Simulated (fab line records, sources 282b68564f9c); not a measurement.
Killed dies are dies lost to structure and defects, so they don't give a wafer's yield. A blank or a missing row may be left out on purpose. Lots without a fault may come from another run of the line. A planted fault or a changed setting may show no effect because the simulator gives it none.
A struck lot beside a sound one | flow rit_cmos | 44 steps out of a route of 202
Sound: wafers L908.1, L908.3, L908.5. Struck: wafers L917.1, L917.2, L917.6. The cause comes at the end.
At each step with rows: each side's tool, then ch and its chambers, then its first start. Under that, the readings that differ: sound wafers | struck wafers | difference of the means | sigmas: that difference in standard deviations of wafers without a fault.
alike: readings whose means differ by less than 2 such deviations, and words and numbers that are the same on both sides. not compared: withheld readings, readings that some wafer has no value for, bounds like >300 that may hide the same value, and numbers for which the record gives no deviation and whose values overlap.
The two part at a step that has a row with sigmas, a row that says differs or no value, or rows on one side only. Numbers that don't overlap but have no deviation are shown without sigmas and don't part them. A reading that every wafer of one side lacks parts them only if that side has two wafers or more.

first, 3 steps without rows for these wafers: RIT_REOX_CLEAN_01 (cleans in dHF, time 30 s); RIT_REOX_CLEAN_02 (cleans in SC2, time 600 s); RIT_REOX_OXIDATION_03 (target thk 25.2 nm, ox time 5580 s).
RIT_REOX_THK_MEAS_04:
  sound on film_metro-04, day 4 18:38; struck on film_metro-01, day 6 13:38
  reading             | sound          | struck         | difference | sigmas
  REOX_OXIDE_THK (nm) | 27.2 27.5 26.6 | 25.4 25.3 25.7 | -1.6       | -3
then, 6 steps without rows for these wafers: RIT_NLDD_HMDS_00 (prime time 60 s); RIT_NLDD_COAT_01 (resist thk 1000 nm); RIT_NLDD_SOFTBAKE_02 (time 60 s); RIT_NLDD_EXPOSE_03 (exposes mask M7, target cd 40700 nm); RIT_NLDD_PEB_04; RIT_NLDD_DEVELOP_05 (develop time 50 s).
RIT_NLDD_OVL_MEAS_06:
  sound on overlay-02, day 4 19:35; struck on overlay-01, day 6 14:32
  alike: NLDD_OVL
then, 1 step without rows for these wafers: RIT_NLDD_HARDBAKE_07 (time 60 s).
RIT_NLDD_IMPLANT_08:
  sound on implanter-02 ch 0, day 4 19:47; struck on implanter-02 ch 0, day 6 14:43
  alike: end_station_pressure_torr
RIT_NLDD_STRIP_09: strips in O2, time 180 s.
  sound on plasma_asher-01 ch 0,1, day 4 19:56; struck on plasma_asher-04 ch 0,1, day 6 14:52
  alike: drypump_motor_current_A
  not compared: rf_hours_counter_h
RIT_NLDD_TW_MEAS_10:
  sound on film_metro-01, day 4 20:06; struck on film_metro-02, day 6 15:03
  reading | sound          | struck         | difference | sigmas
  NLDD_TW | 2507 2513 2511 | 2482 2499 2444 | -35        | -3
then, 6 steps without rows for these wafers: RIT_PLDD_HMDS_00 (prime time 60 s); RIT_PLDD_COAT_01 (resist thk 1000 nm); RIT_PLDD_SOFTBAKE_02 (time 60 s); RIT_PLDD_EXPOSE_03 (exposes mask M8, target cd 40900 nm); RIT_PLDD_PEB_04; RIT_PLDD_DEVELOP_05 (develop time 50 s).
RIT_PLDD_OVL_MEAS_06:
  sound on overlay-02, day 4 21:01; struck on overlay-01, day 6 16:03
  alike: PLDD_OVL
then, 2 steps without rows for these wafers: RIT_PLDD_HARDBAKE_07 (time 60 s); RIT_PLDD_IMPLANT_08.
RIT_PLDD_STRIP_09: strips in O2, time 180 s.
  sound on plasma_asher-01 ch 0,1, day 4 21:22; struck on plasma_asher-02 ch 0,1, day 6 16:29
  alike: drypump_motor_current_A
  not compared: rf_hours_counter_h
RIT_PLDD_TW_MEAS_10:
  sound on film_metro-01, day 4 21:32; struck on film_metro-03, day 6 16:40
  alike: PLDD_TW
then, 4 steps without rows for these wafers: RIT_SPACER_CLEAN_00 (cleans in SC1, time 600 s); RIT_SPACER_CLEAN_01 (cleans in dHF, time 30 s); RIT_SPACER_CLEAN_02 (cleans in SC2, time 600 s); RIT_SPACER_CVD_03 (deposits Si3N4 from SiH2Cl2/NH3, target thk 250 nm, time 3300 s).
RIT_SPACER_THK_MEAS_04:
  sound on film_metro-03, day 4 23:53; struck on film_metro-04, day 6 19:01
  alike: SPACER_NITRIDE_THK
RIT_SPACER_ETCHBACK_05: etches Si3N4 in SF6/CHF3, stops on SiO2, target depth 250 nm, time 240 s.
  sound on rie_diel-02 ch 0,1,2, day 4 23:56; struck on rie_diel-02 ch 0,3, day 6 19:05
  alike: drypump_motor_current_A, oes_product_au, throttle_valve_pct
  not compared: rf_hours_counter_h
then, 6 steps without rows for these wafers: RIT_NSD_HMDS_00 (prime time 60 s); RIT_NSD_COAT_01 (resist thk 1000 nm); RIT_NSD_SOFTBAKE_02 (time 60 s); RIT_NSD_EXPOSE_03 (exposes mask M9, target cd 40700 nm); RIT_NSD_PEB_04; RIT_NSD_DEVELOP_05 (develop time 50 s).
RIT_NSD_OVL_MEAS_06:
  sound on overlay-01, day 5 01:15; struck on overlay-01, day 6 20:21
  alike: NSD_OVL
then, 2 steps without rows for these wafers: RIT_NSD_HARDBAKE_07 (time 60 s); RIT_NSD_IMPLANT_08.
RIT_NSD_STRIP_09: strips in O2, time 180 s.
  sound on plasma_asher-04 ch 0,1, day 5 01:36; struck on plasma_asher-03 ch 0,1, day 6 20:43
  alike: drypump_motor_current_A
  not compared: rf_hours_counter_h
RIT_SDANNEAL_RS_MEAS_07: measures by four-point-probe.
  sound on film_metro-01, day 5 05:20; struck on film_metro-03, day 6 23:11
  reading          | sound             | struck | difference                    | sigmas
  NLDD_RS (ohm/sq) | 150.7 151.3 151.4 | - - -  | no value on the struck wafers |
RIT_M1_PROBE_99:
  sound on prober-01, day 5 16:43; struck on prober-02, day 7 06:40
  reading                                    | sound                | struck               | difference | sigmas
  model.etest.nmos_turned.drive_ua_um        | 276.4 271.3 291.5    | 448.3 429.8 465.5    | +168.1     |
  model.etest.nmos_0p15.drive_ua_um          | 445.5 447.1 451.3    | 479.8 470.6 486.3    | +30.9      |
  model.etest.retro_edge_nmos.off_log10_a_um | -10.35 -10.44 -10.43 | -10.04 -10.23 -9.762 | +0.40      |
  model.etest.nmos_0p15.off_log10_a_um       | -10.6 -10.5 -10.47   | -10.07 -10.31 -9.926 | +0.42      |
  model.etest.nmos_turned.isub_log10_a_um    | -7.31 -7.376 -7.298  | -7.114 -7.11 -7.027  | +0.244     |
  model.etest.nmos_0p15.overlap_ff_um        | 0.2203 0.2163 0.2286 | 0.2957 0.2872 0.3043 | +0.0740    |
  model.etest.nmos_0p15.vt_sat_v (V)         | 0.3275 0.3285 0.3254 | 0.2822 0.3016 0.274  | -0.0412    |
  alike: killed_at_M0_to_M3, killed_at_front_end, killed_dies, killed_open, killed_short
  not compared: model.etest.nmos_0p15.isub_log10_a_um

WHERE THEY PART
First at RIT_REOX_THK_MEAS_04; last, within this record, at RIT_SDANNEAL_RS_MEAS_07. Later steps at which nothing parts them and some readings are alike: RIT_M1_PROBE_99.

WHY: what the simulator had put in
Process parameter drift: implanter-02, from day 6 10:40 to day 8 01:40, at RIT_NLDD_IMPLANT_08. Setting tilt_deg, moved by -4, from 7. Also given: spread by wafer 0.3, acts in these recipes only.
